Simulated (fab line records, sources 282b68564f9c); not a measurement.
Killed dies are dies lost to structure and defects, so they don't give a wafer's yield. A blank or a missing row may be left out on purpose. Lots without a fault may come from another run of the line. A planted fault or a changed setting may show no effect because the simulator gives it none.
fab line records | flow rit_cmos
record lots=13 wafers=39 last_day=7
route steps=202 shown NRETRO@62 GATE@83 SPACER@130 PLDD@159 M1@202
lots that met no fault: from a run of the same line without faults
start_h: hours from the record's first day to the start of the lot's first wafer shown | wait_h: hours since the lot's step before | " the same as in the row above | L1.1+2: a row that stands for several wafers | - no value, or no start given | * or withheld: withheld | < > ~ a bound
route shown NAME@n: a module of which the file shows steps, and the number in the route of the first | usual: mean/standard deviation of fault-free wafers | same: alike in all rows | chamber/n: place in a boat | sites: the reading at each site | _std_site: their standard deviation | _edge_site: outer sites' mean less inner sites' | radius_mm: how far each site lies from the wafer's centre | mask NAME#n: copy n | behind: the tool/chamber that last shaped the wafer | hold: why the lot was held/for how many hours/how that ended | device: the transistor (n, p or np) that didn't switch | end of line: the same wafers' tests at the end of the route | a step without rows: its recipe alone | killed: dies lost to structure and defects at the first sort, not the wafer's yield | map: a wafer's dies, x killed, . not, _ none there
set.NAME: the setting as run; set.NAME@STEP: as run at that earlier step | model.NAME: the simulator's own value behind a step, which no gauge read
steps of the route over a sample of lots; a table a step, a row a wafer
services: from which hour (start_h, from the record's first day; less than 0 if before it) a tool's chamber was out of use, for how many hours, and why
## steps
# step RIT_NRETRO_STRIP_09
# recipe chemistry=O2 time_s=180 resist=NOVOLAK platen_temp_c=withheld power_w=500 pressure_mtorr=4000 o2_flow_sccm=4000
# usual drypump_motor_current_A=5.73/0.26
# columns lot.wafer tool chamber start_h wait_h drypump_motor_current_A rf_hours_counter_h
L335.2 plasma_asher-04 0 36.87 0.1 5.54 24
L335.5 " 1 " " 5.75 -
L335.6 " 0 " " 5.56 -
L336.1 plasma_asher-04 0 41.95 0.1 5.54 24
L336.4 " 0 " " 5.54 -
L336.5 " 0 " " 5.55 -
L337.1 plasma_asher-02 1 47.23 0.1 5.80 41
L337.3 " 1 " " 5.81 -
L337.6 " 0 " " 5.53 -
L338.1 plasma_asher-02 1 54.00 0.1 5.78 41
L338.4 " 1 " " 5.78 -
L338.6 " 1 " " 5.78 -
L341.4 plasma_asher-02 0 65.80 0.1 5.50 -
L341.5 " 0 " " 5.52 -
L341.6 " 1 " " 5.82 -
L343.1 plasma_asher-01 0 78.14 0.1 6.24 44
L343.3 " 0 " " 6.24 -
L343.4 " 1 " " 5.52 -
L344.1 plasma_asher-04 1 82.07 0.1 5.74 27
L344.2 " 0 " " 5.54 27
L344.3 " 0 " " 5.53 -
L346.1 plasma_asher-04 0 92.83 0.1 5.54 28
L346.4 " 0 " " 5.54 -
L346.5 " 1 " " 5.81 -
L349.3 plasma_asher-01 0 106.75 0.1 6.24 -
L349.4 " 1 " " 5.52 -
L349.6 " 1 " " 5.52 -
L353.3 plasma_asher-04 0 127.27 0.1 5.54 -
L353.5 " 1 " " 5.76 -
L353.6 " 0 " " 5.55 -
L355.1 plasma_asher-04 1 137.33 0.1 5.76 33
L355.4 " 0 " " 5.54 -
L355.5 " 0 " " 5.56 -
L356.1 plasma_asher-04 1 145.02 0.1 5.76 34
L356.3 " 0 " " 5.56 -
L356.5 " 0 " " 5.57 -
L357.1 plasma_asher-01 1 146.62 0.1 5.55 51
L357.4 " 0 " " 6.25 -
L357.5 " 1 " " 5.55 -
# step RIT_GATE_THK_MEAS_07
# recipe reads=SiO2_of_GATE_OXIDATION_05
# usual GATE_OXIDE_THK=3.02/0.052
# columns lot.wafer tool chamber start_h wait_h GATE_OXIDE_THK[nm]
L335.2 film_metro-01 - 42.92 0.0 2.99
L335.5 " - " " 3.03
L335.6 " - " " 2.96
L336.1 film_metro-01 - 45.80 0.0 2.97
L336.4 " - " " 3.02
L336.5 " - " " 3.02
L337.1 film_metro-04 - 57.28 0.0 2.98
L337.3 " - " " 2.99
L337.6 " - " " 2.99
L338.1 film_metro-04 - 61.42 0.0 3.05
L338.4 " - " " 2.99
L338.6 " - " " 3.03
L341.4 film_metro-04 - 69.52 0.0 2.98
L341.5 " - " " 3.03
L341.6 " - " " 3.03
L343.1 film_metro-04 - 82.70 0.0 3.00
L343.3 " - " " 2.97
L343.4 " - " " 2.93
L344.1 film_metro-01 - 85.89 0.0 2.95
L344.2 " - " " 2.92
L344.3 " - " " 2.96
L346.1 film_metro-01 - 98.35 0.0 3.05
L346.4 " - " " 2.99
L346.5 " - " " 3.08
L349.3 film_metro-01 - 113.55 0.0 3.11
L349.4 " - " " 3.09
L349.6 " - " " 3.15
L353.3 film_metro-03 - 132.51 0.0 2.99
L353.5 " - " " 3.10
L353.6 " - " " 2.99
L355.1 film_metro-04 - 143.72 0.0 3.04
L355.4 " - " " 3.07
L355.5 " - " " 3.04
L356.1 film_metro-03 - 151.89 0.0 2.99
L356.3 " - " " 2.99
L356.5 " - " " 3.03
L357.1 film_metro-03 - 153.68 0.0 3.04
L357.4 " - " " 3.01
L357.5 " - " " 3.00
# step RIT_SPACER_ETCHBACK_05
# recipe target_depth_a=2500 SF6_flow_sccm=30 CHF3_flow_sccm=30 target=Si3N4 chemistry=SF6/CHF3 pressure_mtorr=40 rf_w=257.3 time_s=240 stop_on=SiO2
# usual drypump_motor_current_A=5.9/0.45 oes_product_au=0.847/0.015 run_length_s=268.3/0.32 throttle_valve_pct=10.25/0.16
# columns lot.wafer tool chamber start_h wait_h drypump_motor_current_A oes_product_au rf_hours_counter_h run_length_s throttle_valve_pct
L335.2 rie_diel-01 3 58.23 0.0 5.6 0.852 2 268.0 10.00
L335.5 " 2 " " 5.9 0.851 - 268.4 10.17
L335.6 " 1 " " 6.0 0.854 - 268.8 10.09
L336.1 rie_diel-01 3 62.55 0.1 5.6 0.844 2 267.8 9.98
L336.4 " 0 " " 6.1 0.864 144 268.2 10.28
L336.5 " 3 " " 5.6 0.840 - 267.7 9.99
L337.1 rie_diel-02 0 70.48 0.1 6.3 0.863 36 268.6 10.35
L337.3 " 1 " " 4.8 0.834 92 268.4 10.16
L337.6 " 1 " " 4.8 0.837 - 268.7 10.15
L338.1 rie_diel-03 2 73.06 0.1 5.5 0.842 1 268.6 10.38
L338.4 " 1 " " 6.3 0.843 115 268.0 10.32
L338.6 " 3 " " 6.3 0.831 - 268.5 10.21
L341.4 rie_diel-03 1 83.96 0.1 6.3 0.838 - 268.3 10.34
L341.5 " 2 " " 5.4 0.851 - 268.7 10.39
L341.6 " 0 " " 5.6 0.865 - 268.4 10.50
L343.1 rie_diel-03 1 96.36 0.1 6.3 0.849 116 268.3 10.34
L343.3 " 2 " " 5.4 0.855 1 268.6 10.37
L343.4 " 0 " " 5.7 0.857 8 268.2 10.50
L344.1 rie_diel-02 1 98.36 0.1 4.8 0.828 92 267.8 10.15
L344.2 " 0 " " 6.3 0.855 37 268.7 10.37
L344.3 " 3 " " 6.3 0.827 39 267.8 10.39
L346.1 rie_diel-01 0 110.35 0.1 6.1 0.866 145 267.9 10.28
L346.4 " 1 " " 6.1 0.849 19 269.1 10.10
L346.5 " 2 " " 5.9 0.832 - 268.3 10.19
L349.3 rie_diel-03 2 127.05 0.0 5.4 0.852 2 268.6 10.39
L349.4 " 1 " " 6.3 1.013 116 172.1 10.39
L349.6 " 2 " " 5.4 0.852 - 268.5 10.39
L353.3 rie_diel-01 1 144.17 0.0 6.1 0.844 20 268.4 10.10
L353.5 " 3 " " 5.6 0.833 - 267.6 10.00
L353.6 " 0 " " 6.1 0.876 - 268.1 10.28
L355.1 rie_diel-02 2 157.27 0.1 5.4 0.862 32 268.5 9.96
L355.4 " 1 " " 4.9 0.836 93 267.8 10.14
L355.5 " 0 " " 6.3 0.864 - 267.8 10.39
L356.1 rie_diel-02 3 163.68 0.1 6.3 0.815 40 267.8 10.42
L356.3 " 1 " " 4.8 0.826 93 268.1 10.16
L356.5 " 2 " " 5.3 0.848 - 268.1 9.95
L357.1 rie_diel-01 0 166.18 0.1 6.1 0.863 147 268.1 10.27
L357.4 " 1 " " 6.1 0.838 21 268.4 10.09
L357.5 " 3 " " 5.6 0.830 - 267.9 9.99
# step RIT_SDANNEAL_RS_MEAS_06
# recipe thk_meas_gauge=four-point-probe
# usual PLDD_RS=179.5/0.55
# columns lot.wafer tool chamber start_h wait_h PLDD_RS[ohm/sq]
L335.2 film_metro-02 - 62.04 0.1 179.5
L335.5 " - " " 179.3
L335.6 " - " " 179.3
L336.1 film_metro-02 - 66.42 0.1 179.7
L336.4 " - " " 179.8
L336.5 " - " " 179.2
L337.1 film_metro-01 - 74.31 0.1 179.2
L337.3 " - " " 179.2
L337.6 " - " " 179.5
L338.1 film_metro-02 - 76.84 0.1 179.9
L338.4 " - " " 180.2
L338.6 " - " " 180.1
L341.4 film_metro-02 - 88.36 0.1 179.3
L341.5 " - " " 179.3
L341.6 " - " " 179.2
L343.1 film_metro-04 - 100.65 0.1 179.7
L343.3 " - " " 179.1
L343.4 " - " " 180.2
L344.1 film_metro-01 - 102.48 0.1 180.3
L344.2 " - " " 180.2
L344.3 " - " " 180.6
L346.1 film_metro-04 - 114.27 0.1 178.8
L346.4 " - " " 179.4
L346.5 " - " " 179.2
L349.3 film_metro-02 - 130.98 0.1 179.4
L349.6 " - " " 178.3
L353.3 film_metro-02 - 148.36 0.1 179.6
L353.5 " - " " 179.5
L353.6 " - " " 179.4
L355.1 film_metro-04 - 161.07 0.1 179.8
L355.4 " - " " 179.1
L355.5 " - " " 179.3
L356.1 film_metro-02 - 167.77 0.1 180.1
L356.3 " - " " 179.9
L356.5 " - " " 179.9
L357.1 film_metro-01 - 170.11 0.1 179.8
L357.4 " - " " 179.0
L357.5 " - " " 179.5
# step RIT_M1_PROBE_99
# usual killed_at_contacts=0.0/0.22 killed_at_front_end=7/3 killed_dies=7/3.1 killed_on_rim=1.8/1.4 killed_open=3.4/2.1 killed_short=3.4/2
# same gross_dies=264 killed_at_M0_to_M3=0 killed_at_M4_up=0 killed_at_back_side=0 killed_at_other=0
# columns lot.wafer tool chamber start_h wait_h hold killed_at_contacts killed_at_front_end killed_dies killed_on_rim killed_open killed_short
L335.2 prober-02 - 69.30 0.1 - 1 4 5 0 3 2
L335.5 prober-02 - 69.45 0.2 - 0 6 6 0 3 3
L335.6 prober-02 - 69.50 0.2 - 0 5 5 2 4 1
L336.1 prober-01 - 73.53 0.1 - 0 5 5 1 4 1
L336.4 prober-01 - 73.68 0.2 - 0 7 7 3 4 3
L336.5 prober-01 - 73.73 0.2 - 0 7 7 3 3 4
L337.1 prober-02 - 81.62 0.1 - 0 4 4 3 2 2
L337.3 prober-02 - 81.72 0.2 - 0 10 10 1 3 6
L337.6 prober-02 - 81.87 0.2 - 0 3 3 0 0 3
L338.1 prober-01 - 84.44 0.1 - 0 12 12 2 4 8
L338.4 prober-01 - 84.59 0.2 - 0 5 5 0 1 4
L338.6 prober-01 - 84.69 0.2 - 0 4 4 2 2 2
L341.4 prober-02 - 95.76 0.2 - 0 12 12 3 6 6
L341.5 prober-02 - 95.81 0.2 - 0 9 9 2 5 4
L341.6 prober-02 - 95.86 0.2 - 0 11 11 2 5 6
L343.1 prober-02 - 108.09 0.1 - 0 6 6 2 3 3
L343.3 prober-02 - 108.19 0.2 - 0 6 6 3 2 4
L343.4 prober-02 - 108.24 0.2 - 0 13 13 2 5 8
L344.1 prober-01 - 109.64 0.1 - 0 9 9 1 6 3
L344.2 prober-01 - 109.69 0.1 - 0 8 8 3 3 5
L344.3 prober-01 - 109.74 0.2 - 0 8 8 4 6 2
L346.1 prober-01 - 121.36 0.1 - 0 8 8 2 3 5
L346.4 prober-01 - 121.51 0.2 - 0 1 1 0 0 1
L346.5 prober-01 - 121.56 0.2 - 0 2 2 0 1 1
L349.3 prober-02 - 138.64 0.2 await_dispo/2.7h/release 0 12 12 4 8 4
L349.4 prober-02 - 138.69 0.2 await_dispo/2.7h/release 0 264 264 70 6 2
L349.6 prober-02 - 138.79 0.2 await_dispo/2.7h/release 0 4 4 1 1 3
L353.3 prober-02 - 155.64 0.2 - 0 12 12 3 8 4
L353.5 prober-02 - 155.74 0.2 - 0 1 1 0 1 0
L353.6 prober-02 - 155.79 0.2 - 0 4 4 2 3 1
L355.1 prober-02 - 168.42 0.1 - 0 10 10 2 6 4
L355.4 prober-02 - 168.57 0.2 - 0 11 11 4 5 6
L355.5 prober-02 - 168.62 0.2 - 0 14 14 2 6 8
L356.1 prober-01 - 175.37 0.1 - 0 3 3 1 1 2
L356.3 prober-01 - 175.47 0.2 - 0 2 2 1 0 2
L356.5 prober-01 - 175.57 0.2 - 0 8 8 2 1 7
L357.1 prober-02 - 177.42 0.1 - 0 8 8 2 3 5
L357.4 prober-02 - 177.57 0.2 - 0 11 11 3 5 6
L357.5 prober-02 - 177.62 0.2 - 0 2 2 0 0 2
# killed by level:class
L335.2 FOX1:geometric_particle:short=1 GATE:geometric_particle:open=1 GATE:geometric_particle:short=1 REOX:geometric_particle:open=1 CONTACT:geometric_particle:open=1
L335.5 FOX1:geometric_particle:short=2 GATE:geometric_particle:open=2 SPACER:geometric_particle:open=1 SILICIDE:geometric_particle:short=1
L335.6 GATE:geometric_particle:open=2 SILICIDE:geometric_particle:open=2 REOX:geometric_particle:short=1
L336.1 GATE:geometric_particle:open=2 FOX1:geometric_particle:open=1 FOX2:geometric_particle:open=1 SPACER:geometric_particle:short=1
L336.4 FOX2:geometric_particle:short=3 GATE:geometric_particle:open=2 REOX:geometric_particle:open=2
L336.5 SILICIDE:geometric_particle:short=2 FOX1:geometric_particle:open=1 FOX2:geometric_particle:short=1 GATE:geometric_particle:open=1 GATE:geometric_particle:short=1 SPACER:geometric_particle:open=1
L337.1 GATE:geometric_particle:open=1 GATE:geometric_particle:short=1 REOX:geometric_particle:open=1 SPACER:geometric_particle:short=1
L337.3 FOX2:geometric_particle:short=3 FOX1:geometric_particle:short=1 GATE:geometric_particle:short=1 GATE:geometric_particle:open=1 REOX:geometric_particle:open=1 SPACER:geometric_particle:short=1 SPACER:geometric_particle:open=1 NWELL:coat_microbubble_printed=1
L337.6 GATE:geometric_particle:short=1 REOX:geometric_particle:short=1 SPACER:geometric_particle:short=1
L338.1 GATE:geometric_particle:short=5 FOX1:geometric_particle:open=3 SPACER:geometric_particle:short=2 FOX1:geometric_particle:short=1 SILICIDE:geometric_particle:open=1
L338.4 SILICIDE:geometric_particle:short=2 GATE:geometric_particle:open=1 GATE:geometric_particle:short=1 SPACER:geometric_particle:short=1
L338.6 GATE:geometric_particle:short=1 GATE:geometric_particle:open=1 SILICIDE:geometric_particle:open=1 SILICIDE:geometric_particle:short=1
L341.4 FOX1:geometric_particle:open=4 FOX1:geometric_particle:short=2 REOX:geometric_particle:short=2 GATE:geometric_particle:open=1 GATE:geometric_particle:short=1 SILICIDE:geometric_particle:open=1 SILICIDE:geometric_particle:short=1
L341.5 FOX1:geometric_particle:short=2 FOX2:geometric_particle:open=2 REOX:geometric_particle:open=2 FOX2:geometric_particle:short=1 GATE:geometric_particle:open=1 REOX:geometric_particle:short=1
L341.6 GATE:geometric_particle:short=3 FOX1:geometric_particle:open=2 SPACER:geometric_particle:short=2 FOX1:geometric_particle:short=1 FOX2:geometric_particle:open=1 REOX:geometric_particle:open=1 SILICIDE:geometric_particle:open=1
L343.1 GATE:geometric_particle:open=3 FOX1:geometric_particle:short=1 GATE:geometric_particle:short=1 SILICIDE:geometric_particle:short=1
L343.3 GATE:geometric_particle:short=3 FOX1:geometric_particle:open=1 GATE:geometric_particle:open=1 SILICIDE:geometric_particle:short=1
L343.4 GATE:geometric_particle:short=5 FOX1:geometric_particle:open=2 GATE:geometric_particle:open=2 FOX2:geometric_particle:short=1 REOX:geometric_particle:short=1 SILICIDE:geometric_particle:open=1 SILICIDE:geometric_particle:short=1
L344.1 GATE:geometric_particle:open=2 SPACER:geometric_particle:short=2 SILICIDE:geometric_particle:open=2 GATE:geometric_particle:short=1 REOX:geometric_particle:open=1 SPACER:geometric_particle:open=1
L344.2 GATE:geometric_particle:short=3 FOX1:geometric_particle:open=1 REOX:geometric_particle:open=1 SPACER:geometric_particle:short=1 SILICIDE:geometric_particle:open=1 SILICIDE:geometric_particle:short=1
L344.3 GATE:geometric_particle:open=4 FOX1:geometric_particle:open=1 FOX2:geometric_particle:open=1 GATE:geometric_particle:short=1 SILICIDE:geometric_particle:short=1
L346.1 REOX:geometric_particle:open=2 SILICIDE:geometric_particle:short=2 FOX1:geometric_particle:short=1 FOX1:geometric_particle:open=1 GATE:geometric_particle:short=1 REOX:geometric_particle:short=1
L346.4 GATE:geometric_particle:short=1
L346.5 REOX:geometric_particle:short=1 SILICIDE:geometric_particle:open=1
L349.3 GATE:geometric_particle:open=4 GATE:geometric_particle:short=3 REOX:geometric_particle:open=2 FOX1:geometric_particle:short=1 FOX1:geometric_particle:open=1 SPACER:geometric_particle:open=1
L349.4 SPACER:area_etchback=256 SPACER:geometric_particle:open=3 SILICIDE:geometric_particle:open=2 GATE:geometric_particle:short=1 GATE:geometric_particle:open=1 SILICIDE:geometric_particle:short=1
L349.6 FOX1:geometric_particle:short=1 GATE:geometric_particle:short=1 SILICIDE:geometric_particle:open=1 SILICIDE:geometric_particle:short=1
L353.3 REOX:geometric_particle:open=4 GATE:geometric_particle:open=3 GATE:geometric_particle:short=2 FOX1:geometric_particle:short=1 FOX2:geometric_particle:open=1 FOX2:geometric_particle:short=1
L353.5 REOX:geometric_particle:open=1
L353.6 GATE:geometric_particle:open=2 GATE:geometric_particle:short=1 SILICIDE:geometric_particle:open=1
L355.1 GATE:geometric_particle:open=3 FOX1:geometric_particle:short=2 GATE:geometric_particle:short=2 SILICIDE:geometric_particle:open=2 SPACER:geometric_particle:open=1
L355.4 GATE:geometric_particle:open=4 REOX:geometric_particle:short=2 FOX1:geometric_particle:short=1 FOX2:geometric_particle:short=1 GATE:geometric_particle:short=1 SPACER:geometric_particle:open=1 SILICIDE:geometric_particle:short=1
L355.5 GATE:geometric_particle:open=3 GATE:geometric_particle:short=3 REOX:geometric_particle:open=3 SPACER:geometric_particle:short=2 FOX1:geometric_particle:short=1 REOX:geometric_particle:short=1 SILICIDE:geometric_particle:short=1
L356.1 FOX1:geometric_particle:short=1 FOX1:geometric_particle:open=1 GATE:geometric_particle:short=1
L356.3 FOX1:geometric_particle:short=1 GATE:geometric_particle:short=1
L356.5 GATE:geometric_particle:short=3 FOX1:geometric_particle:short=2 SPACER:geometric_particle:short=2 FOX1:geometric_particle:open=1
L357.1 GATE:geometric_particle:short=3 FOX1:geometric_particle:open=1 FOX1:geometric_particle:short=1 FOX2:geometric_particle:short=1 GATE:geometric_particle:open=1 SILICIDE:geometric_particle:open=1
L357.4 GATE:geometric_particle:open=3 REOX:geometric_particle:short=2 SILICIDE:geometric_particle:short=2 FOX1:geometric_particle:short=1 REOX:geometric_particle:open=1 SPACER:geometric_particle:short=1 SPACER:geometric_particle:open=1
L357.5 SILICIDE:geometric_particle:short=2
## services
# columns tool chamber start_h hours kind
rie_diel-03 2 22.86 - clean
rie_diel-03 2 22.86 14.4 scheduled_down
rie_diel-03 2 22.86 14.4 vent_cycle
plasma_asher-04 - 66.03 15.6 pm
rie_diel-01 0 76.20 3.1 repair
rie_diel-03 3 78.41 6.2 repair
rie_diel-02 - 92.45 0.9 repair
rie_diel-01 3 126.93 15.4 repair
plasma_asher-02 - 128.20 0.5 repair
plasma_asher-02 - 154.47 3.4 repair
rie_diel-03 2 160.83 3.5 repair
plasma_asher-02 - 166.13 0.9 repair
## key
first_sign step=RIT_SPACER_ETCHBACK_05 reading=run_length_s direction=down sigmas=99+ usual=* struck=*
effect step=RIT_SPACER_ETCHBACK_05 reading=oes_product_au direction=up sigmas=11 usual=0.847 struck=1.013
effect step=RIT_M1_PROBE_99 reading=killed_at_front_end direction=up sigmas=85 usual=7 struck=264
more_kills_born_at RIT_SPACER_ETCHBACK_05@rie_diel-03=256
met_at RIT_SPACER_ETCHBACK_05
struck_lots L349
struck_wafers L349.4
later_rows_left_out L349.4
tester_left_out L349
not_acting_at RIT_NRETRO_STRIP_09,RIT_GATE_THK_MEAS_07,RIT_SDANNEAL_RS_MEAS_06
onset_between 96.36 127.05
fault kind=process_parameter_drift tool=rie_diel-03 chamber=1 onset_h=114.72 steps=RIT_SPACER_ETCHBACK_05 channel=time_s offset=* shape=step end_h=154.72 acts_in=* stated=*
# tester_left_out: of these lots the tester's yield and bins aren't shown, on N5 and GAA mostly nor the transistor test; their killed dies are dies lost to structure and defects alone, not to doping, threshold or leakage, so they don't give the yield
# later_rows_left_out: the simulator's readings of these wafers behind a module that went badly wrong aren't trusted and aren't shown, but for the sort
